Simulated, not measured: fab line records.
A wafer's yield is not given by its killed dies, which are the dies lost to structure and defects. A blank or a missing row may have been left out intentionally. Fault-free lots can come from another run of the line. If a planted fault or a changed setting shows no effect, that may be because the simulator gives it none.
Comparing a struck lot with a sound one :: flow rit-cmos :: 22 steps out of a route of 202
Sound: the wafers L203.3, L203.4, L203.5. The struck wafers were L207.1, L207.2, L207.6. The cause comes at the end.
For every step that has rows: the tool of each side, followed by ch and its chambers, followed by its first start. Under that, the readings that differ: sound wafers :: struck wafers :: difference of the means :: sigmas: that difference in standard deviations of wafers without a fault.
alike: readings with means less than 2 such deviations apart, plus words and numbers identical on both sides. not compared: withheld readings, readings lacking a value on some wafer, bounds such as >300 that could conceal the same value, and numbers that have no deviation in the record and whose values overlap.
The two part at a step that has a row with sigmas, a row that says differs or no value, or rows on one side only. Non-overlapping numbers with no deviation appear without sigmas and do not part them. A reading missing from all wafers of one side parts the sides only when that side holds two or more wafers.

first, 2 steps without rows for these wafers: RIT_NSD_HARDBAKE_07 (time 60 s); RIT_NSD_IMPLANT_08.
RIT_NSD_STRIP_09: strips in O2, time 180 s.
  sound on plasma-asher-01 ch 0,1, day 3 19:25; struck on plasma-asher-04 ch 0,1, day 4 20:03
  alike: drypump-motor-current-A
  not compared: rf-hours-counter-h
RIT_NSD_TW_MEAS_10:
  sound: film-metro-04 at day 3 19:33; struck: film-metro-02 at day 4 20:13
  alike: NSD_TW
then, 6 steps without rows for these wafers: RIT_PSD_HMDS_00 (prime time 60 s); RIT_PSD_COAT_01 (resist thk 1000 nm); RIT_PSD_SOFTBAKE_02 (time 60 s); RIT_PSD_EXPOSE_03 (exposes mask M10, target cd 40900 nm); RIT_PSD_PEB_04; RIT_PSD_DEVELOP_05 (develop time 50 s).
RIT_PSD_OVL_MEAS_06:
  sound: overlay-01 at day 3 20:29; struck: overlay-02 at day 4 21:13
  alike: PSD_OVL
then, 1 step without rows for these wafers: RIT_PSD_HARDBAKE_07 (time 60 s).
RIT_PSD_IMPLANT_08:
  sound on implanter-03 ch 0, day 3 20:42; struck on implanter-03 ch 0, day 4 21:43
RIT_PSD_STRIP_09: strips in O2, time 180 s.
  sound on plasma-asher-04 ch 0,1, day 3 20:52; struck on plasma-asher-01 ch 0,1, day 4 21:52
  alike: drypump-motor-current-A
  not compared: rf-hours-counter-h
RIT_PSD_TW_MEAS_10:
  sound: film-metro-04 at day 3 21:00; struck: film-metro-02 at day 4 22:02
reading: PSD_TW
sound: 3384 3400 3395
struck: 3513 3506 3504
difference: +115
sigmas: +3
then, 3 steps without rows for these wafers: RIT_SDANNEAL_CLEAN_00 (cleans in SC1, time 600 s); RIT_SDANNEAL_CLEAN_01 (cleans in dHF, time 30 s); RIT_SDANNEAL_CLEAN_02 (cleans in SC2, time 600 s).
RIT_SDANNEAL_RTA_03: time 5 s.
  sound on rtp-anneal-01 ch 0, day 3 21:25; struck on rtp-anneal-01 ch 0, day 4 22:44
  alike: wafer_temp_C_max
RIT_SDANNEAL_RS_MEAS_04: a four-point-probe measurement.
  sound: film-metro-02 at day 3 21:30; struck: film-metro-04 at day 4 22:48
reading: PSD_RS (ohm/sq)
sound: 116.01 116.09 116.04
struck: 107.92 108.20 107.96
difference: -8.02
sigmas: -30
RIT_SDANNEAL_RS_MEAS_05: a four-point-probe measurement.
  sound: film-metro-02 at day 3 21:37; struck: film-metro-04 at day 4 23:07
  alike: NSD_RS
RIT_M1_PROBE_99:
  sound: prober-01 at day 4 06:12; struck: prober-01 at day 5 06:45
  alike: killed-at-contacts, killed-at-front-end, killed-dies, killed-open, killed-short

== WHERE THEY PART ==
First at RIT_PSD_TW_MEAS_10; last, within this record, at RIT_SDANNEAL_RS_MEAS_04. Later steps at which nothing parts them and some readings are alike: RIT_SDANNEAL_RS_MEAS_05, RIT_M1_PROBE_99.

WHY: the cause the simulator had injected
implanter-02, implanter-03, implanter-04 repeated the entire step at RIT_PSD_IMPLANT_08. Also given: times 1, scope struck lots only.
